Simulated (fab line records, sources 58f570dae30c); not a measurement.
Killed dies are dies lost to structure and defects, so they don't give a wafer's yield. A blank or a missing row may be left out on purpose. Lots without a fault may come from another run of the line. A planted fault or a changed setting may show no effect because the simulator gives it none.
Which tool did it? | flow berkeley_cmos170 | 15 lots, 45 wafers sampled, at 6 steps of a route of 331

WHAT THE GAUGES READ, wafer by wafer
UCB170_CONTACT_OVL_MEAS_16. Usual: CONTACT_OVL -1 nm, standard deviation 5.9.
lot  | measured     | on         | CONTACT_OVL (nm) | flag
L988 | day 7 05:47  | overlay-01 | -5 3 3           |
L989 | day 7 17:08  | overlay-01 | 1 7 -1           |
L990 | day 8 06:09  | overlay-01 | -2 -5 -7         |
L993 | day 8 15:31  | overlay-02 | 5 4 -2           |
L994 | day 8 16:27  | overlay-01 | 6 11 8           |
L995 | day 9 01:34  | overlay-02 | -7 -5 2          |
L996 | day 9 02:18  | overlay-02 | 2 -9 -3          |
L998 | day 9 16:01  | overlay-01 | -9 -8 -8         |
L101 | day 10 07:07 | overlay-01 | -6 -9 -11        |
L100 | day 10 07:23 | overlay-01 | 6 8 -2           |
L102 | day 10 07:34 | overlay-01 | 5 1 -2           |
L103 | day 10 22:08 | overlay-02 | -7 1 2           |
L110 | day 11 16:15 | overlay-01 | -12 -10 -9       |
L108 | day 11 20:11 | overlay-02 | 9 2 4            |
L109 | day 11 20:32 | overlay-01 | -1 -1 -4         |

UCB170_CONTACT_CD_MEAS_90: target cd 700 nm. Usual: cd_nm 700.3 nm, standard deviation 1.5.
lot  | measured     | on        | cd_nm (nm)        | flag
L988 | day 7 06:05  | cd_sem-02 | 702.5 702.0 702.7 |
L989 | day 7 17:29  | cd_sem-01 | 700.2 700.4 699.8 |
L990 | day 8 06:28  | cd_sem-02 | 699.8 701.2 700.4 |
L993 | day 8 15:49  | cd_sem-01 | 697.8 697.0 699.1 |
L994 | day 8 16:46  | cd_sem-01 | 699.4 699.4 700.5 |
L995 | day 9 01:52  | cd_sem-01 | 700.6 702.3 701.0 |
L996 | day 9 02:37  | cd_sem-02 | 699.4 700.0 699.6 |
L998 | day 9 16:19  | cd_sem-01 | 699.6 699.6 699.0 |
L101 | day 10 07:25 | cd_sem-01 | 701.4 703.7 700.1 |
L100 | day 10 07:46 | cd_sem-01 | 701.8 701.7 699.4 |
L102 | day 10 07:53 | cd_sem-02 | 700.0 699.2 698.1 |
L103 | day 10 22:31 | cd_sem-01 | 702.2 702.4 701.9 |
L110 | day 11 16:35 | cd_sem-01 | 700.4 697.9 697.6 |
L108 | day 11 20:29 | cd_sem-02 | 701.1 700.2 701.8 |
L109 | day 11 20:50 | cd_sem-02 | 698.0 699.8 700.0 |

UCB170_M1_CD_MEAS_09: target cd 700 nm. Usual: cd_nm 699.9 nm, standard deviation 1.4.
lot  | measured     | on        | cd_nm (nm)        | flag
L988 | day 7 07:28  | cd_sem-02 | 702.1 700.3 701.0 |
L989 | day 7 19:13  | cd_sem-02 | 698.0 699.0 699.3 |
L990 | day 8 08:16  | cd_sem-02 | 699.6 699.9 700.6 |
L993 | day 8 17:43  | cd_sem-02 | 699.8 701.8 701.8 |
L994 | day 8 19:56  | cd_sem-01 | 700.3 700.4 700.6 |
L995 | day 9 04:36  | cd_sem-02 | 700.7 701.7 702.2 |
L996 | day 9 05:11  | cd_sem-01 | 698.9 700.8 699.5 |
L998 | day 9 18:02  | cd_sem-02 | 698.3 698.1 697.7 |
L101 | day 10 09:29 | cd_sem-01 | 699.3 700.1 700.6 |
L100 | day 10 09:31 | cd_sem-02 | 700.6 699.4 700.6 |
L102 | day 10 09:40 | cd_sem-01 | 700.0 699.5 699.9 |
L103 | day 11 00:22 | cd_sem-01 | 702.0 700.5 700.8 |
L110 | day 11 18:14 | cd_sem-01 | 699.8 700.4 699.1 |
L108 | day 11 21:55 | cd_sem-01 | 698.1 699.2 699.1 |
L109 | day 11 22:34 | cd_sem-01 | 697.2 698.3 697.9 |

UCB170_V1_CD_MEAS_90: target cd 700 nm. Usual: cd_nm 700.0 nm, standard deviation 1.6.
lot  | measured     | on        | cd_nm (nm)        | flag
L988 | day 7 16:51  | cd_sem-02 | 701.0 701.5 697.2 |
L989 | day 8 05:01  | cd_sem-01 | 700.8 700.0 699.6 |
L990 | day 8 16:02  | cd_sem-01 | 698.9 698.6 698.2 |
L993 | day 9 00:49  | cd_sem-01 | 698.0 700.7 699.4 |
L994 | day 9 06:47  | cd_sem-01 | 699.7 698.8 699.3 |
L995 | day 9 10:08  | cd_sem-01 | 700.4 699.6 701.2 |
L996 | day 9 13:50  | cd_sem-01 | 698.2 701.0 699.3 |
L998 | day 9 23:56  | cd_sem-01 | 703.5 700.0 701.9 |
L101 | day 10 15:57 | cd_sem-02 | - - -             | OFF
L100 | day 10 16:22 | cd_sem-02 | - - -             | OFF
L102 | day 10 16:05 | cd_sem-01 | - - -             | OFF
L103 | day 11 10:14 | cd_sem-01 | 699.5 701.5 701.2 |
L110 | day 12 02:12 | cd_sem-01 | 701.1 700.6 698.3 |
L108 | day 12 06:22 | cd_sem-02 | 697.7 696.3 698.6 |
L109 | day 12 06:38 | cd_sem-01 | 701.9 701.5 702.1 |

WHICH TOOL RAN EACH LOT (tool, then ch and the chambers of the sampled wafers, then the start)
lot  | UCB170_V1_ETCH_14                  | UCB170_V1_STRIP_15
L988 | rie_diel-04 ch 1,2,3, day 7 16:31  | plasma_asher-01 ch 0,1, day 7 16:42
L989 | rie_diel-03 ch 1,2, day 8 04:41    | plasma_asher-01 ch 0,1, day 8 04:53
L990 | rie_diel-03 ch 0,2,3, day 8 15:46  | plasma_asher-01 ch 0,1, day 8 15:56
L993 | rie_diel-04 ch 1,3, day 9 00:32    | plasma_asher-01 ch 0,1, day 9 00:43
L994 | rie_diel-03 ch 0,1,2, day 9 06:29  | plasma_asher-01 ch 0,1, day 9 06:40
L995 | rie_diel-01 ch 0,1, day 9 09:51    | plasma_asher-01 ch 0,1, day 9 10:02
L996 | rie_diel-04 ch 1,2,3, day 9 13:33  | plasma_asher-01 ch 0,1, day 9 13:44
L998 | rie_diel-04 ch 0,2, day 9 23:40    | plasma_asher-01 ch 0,1, day 9 23:50
L101 | rie_diel-01 ch 2,3, day 10 15:40   | plasma_asher-02 ch 0,1, day 10 15:51
L100 | rie_diel-04 ch 2,3, day 10 16:05   | plasma_asher-01 ch 0,1, day 10 16:16
L102 | rie_diel-03 ch 1,2, day 10 15:48   | plasma_asher-01 ch 0,1, day 10 15:59
L103 | rie_diel-04 ch 0,3, day 11 09:55   | plasma_asher-01 ch 0,1, day 11 10:08
L110 | rie_diel-04 ch 0,1,3, day 12 01:52 | plasma_asher-02 ch 0,1, day 12 02:04
L108 | rie_diel-01 ch 0,2,3, day 12 06:05 | plasma_asher-03 ch 0,1, day 12 06:16
L109 | rie_diel-04 ch 1,3, day 12 06:21   | plasma_asher-01 ch 0, day 12 06:32
- UCB170_V1_ETCH_14: etches SiO2 in CHF3/CF4/Ar, stops on Al, target depth 1250 nm, time 291 s.
- UCB170_V1_STRIP_15: strips in O2.

WHAT THE TOOLS THEMSELVES READ (means of the sampled wafers that have a number; where no wafer has one, the mark that the record gives instead)
UCB170_V1_ETCH_14. Usual: CHF3_flow_sccm 44.98 sccm, standard deviation 0.12; cf4_flow_sccm 14.99 sccm, standard deviation 0.043; drypump_motor_current_A 5.7 A, standard deviation 0.45; oes_product_au 0.876 a.u., standard deviation 0.014; throttle_valve_pct 6.94 %, standard deviation 0.11.
lot  | tool        | CHF3_flow_sccm (sccm) | cf4_flow_sccm (sccm) | drypump_motor_current_A (A) | oes_product_au (a.u.) | throttle_valve_pct (%) | flag
L988 | rie_diel-04 | 45.00                 | 14.98                | 5.6                         | 0.882                 | 6.97                   |
L989 | rie_diel-03 | 44.99                 | 15.00                | 5.9                         | 0.890                 | 7.01                   |
L990 | rie_diel-03 | 44.93                 | 14.96                | 5.5                         | 0.871                 | 7.05                   |
L993 | rie_diel-04 | 44.84                 | 14.98                | 5.7                         | 0.876                 | 6.98                   |
L994 | rie_diel-03 | 44.95                 | 14.97                | 5.9                         | 0.883                 | 7.05                   |
L995 | rie_diel-01 | 44.98                 | 14.93                | 6.6                         | 0.877                 | 6.74                   |
L996 | rie_diel-04 | 44.83                 | 15.00                | 5.5                         | 0.884                 | 6.98                   |
L998 | rie_diel-04 | 45.11                 | 14.95                | 5.3                         | 0.880                 | 6.92                   |
L101 | rie_diel-01 | -                     | -                    | -                           | -                     | -                      | OFF
L100 | rie_diel-04 | -                     | -                    | -                           | -                     | -                      | OFF
L102 | rie_diel-03 | -                     | -                    | -                           | -                     | -                      | OFF
L103 | rie_diel-04 | 44.94                 | 15.01                | 5.8                         | 0.878                 | 6.89                   |
L110 | rie_diel-04 | 44.98                 | 15.02                | 5.8                         | 0.875                 | 6.94                   |
L108 | rie_diel-01 | 45.03                 | 15.01                | 5.8                         | 0.862                 | 6.88                   |
L109 | rie_diel-04 | 44.95                 | 15.03                | 5.7                         | 0.870                 | 6.98                   |

UCB170_V1_STRIP_15. Usual: drypump_motor_current_A 5.5 A, standard deviation 0.52; oes_product_au 0.722 a.u., standard deviation 0.005; strip_time_to_endpoint_s 15.31 s, standard deviation 0.11.
lot  | tool            | drypump_motor_current_A (A) | oes_product_au (a.u.) | strip_time_to_endpoint_s (s) | flag
L988 | plasma_asher-01 | 5.2                         | 0.723                 | 15.27                        |
L989 | plasma_asher-01 | 5.5                         | 0.723                 | 15.36                        |
L990 | plasma_asher-01 | 5.4                         | 0.723                 | 15.28                        |
L993 | plasma_asher-01 | 5.5                         | 0.724                 | 15.22                        |
L994 | plasma_asher-01 | 5.2                         | 0.717                 | 15.15                        |
L995 | plasma_asher-01 | 5.5                         | 0.718                 | 15.39                        |
L996 | plasma_asher-01 | 5.2                         | 0.717                 | 15.41                        |
L998 | plasma_asher-01 | 5.5                         | 0.715                 | 15.41                        |
L101 | plasma_asher-02 | 5.2                         | 0.742                 | 21.57                        | OFF
L100 | plasma_asher-01 | 5.2                         | 0.733                 | 21.66                        | OFF
L102 | plasma_asher-01 | 5.2                         | 0.735                 | 21.62                        | OFF
L103 | plasma_asher-01 | 5.2                         | 0.723                 | 15.30                        |
L110 | plasma_asher-02 | 5.6                         | 0.726                 | 15.17                        |
L108 | plasma_asher-03 | 6.1                         | 0.717                 | 15.38                        |
L109 | plasma_asher-01 | 5.0                         | 0.725                 | 15.26                        |

THE ANSWER, worked out from the rows above alone
Rule: a lot is off if the mean of its wafers that have a number lies more than 3 standard deviations from the usual mean. A lot without any number at a reading at which 4 lots or more have one is off too. The other lots that the step has rows for count as sound. The gauges are gone through in route order, then the tools' own readings, and for those a lot's mean is taken as printed above. The first step at which some lot is off is used, and at that step the reading that is off furthest; a lot without a number counts as furthest.
Off: L101, L100, L102, at UCB170_V1_CD_MEAS_90 (cd_nm). Without a number there: L101, L100, L102.
A tool fits if, at a process step before that reading, it ran every lot that is off, and no sound lot after the first of them. The gauges at UCB170_V1_CD_MEAS_90 aren't tried: what is off there is off at UCB170_V1_ETCH_14 too, on other tools, and a gauge's error can't cause that. None of those tried fits.

WHAT THE SIMULATOR HAD PUT IN
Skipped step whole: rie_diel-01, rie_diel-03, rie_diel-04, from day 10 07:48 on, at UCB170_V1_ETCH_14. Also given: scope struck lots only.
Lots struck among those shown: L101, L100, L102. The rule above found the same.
